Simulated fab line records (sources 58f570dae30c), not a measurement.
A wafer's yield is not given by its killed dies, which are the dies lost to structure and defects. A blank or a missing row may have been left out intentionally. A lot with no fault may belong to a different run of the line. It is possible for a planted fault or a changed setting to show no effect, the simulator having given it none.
A lot that was struck, set against a sound lot || flow berkeley cmos170 || 14 out of 331 route steps
Sound: the wafers L352.3, L352.4, L352.6. Wafers struck: L345.1, L345.3, L345.5. The cause comes at the end.
At each step with rows: each side's tool, then ch and its chambers, then its first start. Under that, the readings that differ: sound wafers || struck wafers || difference of the means || sigmas: that difference in standard deviations of wafers without a fault.
alike: readings whose means differ by less than 2 such deviations, and words and numbers that are the same on both sides. not compared: withheld readings, readings that some wafer has no value for, bounds like >300 that may hide the same value, and numbers for which the record gives no deviation and whose values overlap.
The two part at a step that has a row with sigmas, a row that says differs or no value, or rows on one side only. Numbers that don't overlap but have no deviation are shown without sigmas and don't part them. Lack of a reading on every wafer of one side parts them only where that side has two or more wafers.

UCB170_M3_RS_MEAS_02: a four-point-probe measurement.
  struck on film metro-01, day 9 18:34; sound on film metro-04, day 10 14:46
  alike: M3_AL_RS
UCB170_M3_THK_MEAS_03: measures by xrf.
  struck on film metro-01, day 9 18:41; sound on film metro-04, day 10 14:52
  alike: M3_AL_THK
then, 3 steps without rows for these wafers: UCB170_M3_HMDS_04 (prime time 60 s); UCB170_M3_COAT_05 (resist thk 900 nm); UCB170_M3_SOFTBAKE_06 (time 60 s).
UCB170_M3_STRIP_07: strips in O2.
  sound on plasma asher-04 ch 0,1, day 10 15:40; struck on plasma asher-04 ch 1, day 9 19:12
  alike: chamber pressure mTorr, drypump motor current A, oes product au, strip time to endpoint s
  not compared: rf hours counter h
then, 6 steps without rows for these wafers: UCB170_M3_STRIP_08 (strips KrF in DMSO, time 600 s); UCB170_M3_COAT_09; UCB170_M3_COAT_10 (resist thk 900 nm); UCB170_M3_SOFTBAKE_11 (time 60 s); UCB170_M3_EXPOSE_12 (exposes mask METAL3, target cd 700 nm); UCB170_M3_PEB_13.
UCB170_M3_DEVELOP_14: develop time 45 s.
  struck on litho track-02, day 9 20:00; sound on litho track-01 ch 0, day 10 17:00
  no value came back on the struck wafers for chill plate temp C (C), develop time s (s); on the sound wafers chill plate temp C (C) reads 22.93 22.96 22.87
{"reading": "model.KrF_of_M3_COAT_10.thk nm (nm)", "sound": "885.3 884.5 883.2", "struck": "896.9 900.5 900", "difference": "+14.8", "sigmas": ""}
UCB170_M3_CD_MEAS_15 targets a cd of 700 nm.
  struck on cd sem-01, day 9 21:04; sound on cd sem-02, day 10 17:24
{"reading": "cd nm (nm)", "sound": "700.9 701.7 700.1", "struck": "- - -", "difference": "no value on the struck wafers", "sigmas": ""}

WHERE THEY PART
Last at UCB170_M3_CD_MEAS_15 as far as this record goes, first at UCB170_M3_DEVELOP_14.

WHY: whatever the simulator had introduced
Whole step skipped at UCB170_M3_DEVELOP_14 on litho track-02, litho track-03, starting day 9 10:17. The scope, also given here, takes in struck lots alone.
